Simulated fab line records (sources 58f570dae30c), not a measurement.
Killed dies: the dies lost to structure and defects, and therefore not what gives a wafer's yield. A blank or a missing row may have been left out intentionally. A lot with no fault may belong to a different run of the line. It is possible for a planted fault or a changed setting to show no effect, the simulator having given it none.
Chamber matching ; flow berkeley-cmos170 ; 4 sister chambers for UCB170_V1_CMP_02 on cmp-01
The step polishes SiO2. 14 wafers are shown with their chamber, then 7 later ones without.

== WAFERS PAIRED WITH THEIR CHAMBERS ==
wafer;chamber;motor-current-A (A);head-pressure-psi (psi);platen-rpm (rpm)
L668.2;0;13.2;6.020;60.03
L668.3;1;20.6;6.001;59.97
L668.6;3;18.0;5.997;60.02
L669.1;1;19.9;5.996;59.98
L669.3;3;17.7;6.011;59.99
L669.4;0;13.9;6.002;59.98
L674.1;0;13.3;6.006;59.99
L674.4;2;15.2;5.991;60.00
L674.5;2;15.5;5.996;60.01
L679.1;3;17.6;6.013;60.04
L679.5;3;18.8;5.996;59.99
L679.6;2;15.7;5.982;59.96
L687.2;0;13.5;5.998;60.03
L687.3;3;18.5;5.998;59.98

SIGNATURES (means of the wafers above)
reading;chamber 0;chamber 1;chamber 2;chamber 3;scatter within a chamber
motor-current-A;13.475;20.250;15.467;18.120;0.416
head-pressure-psi;6.00650;5.99850;5.98967;6.00300;0.00814
platen-rpm;60.0075;59.9750;59.9900;60.0040;0.0246
Rule: a wafer's distance from a chamber is the root of the sum, over the readings, of the square of ((its reading less the chamber's mean) divided by the reading's scatter). If the next closest chamber is less than 2 further off than the closest, the wafer can't be placed; otherwise it belongs to the closest. The scatter: take each reading less its chamber's mean, square it, sum over the shown wafers, divide by the number of wafers less the number of chambers, and take the root.

== WAFERS WITHOUT THEIR CHAMBER ==
wafer;motor-current-A (A);head-pressure-psi (psi);platen-rpm (rpm)
L687.6;19.2;5.992;59.95
L688.1;19.2;6.004;59.98
L688.3;14.9;6.008;60.03
L688.5;17.9;6.028;60.00
L689.1;20.2;5.999;59.94
L689.4;18.1;6.000;60.07
L689.5;19.4;6.005;59.96

== THE CHAMBER EACH PASSED THROUGH ==
wafer;from the rows above;in truth
L687.6;can't be placed: 1 or 3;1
L688.1;can't be placed: 1 or 3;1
L688.3;can't be placed: 2 or 0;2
L688.5;3;3
L689.1;1;1
L689.4;3;3
L689.5;can't be placed: 1 or 3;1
Correct placement for 3 of the 7. Not placeable from these rows: 4 (in 4, the candidates include the true chamber). Placed wrongly: 0.
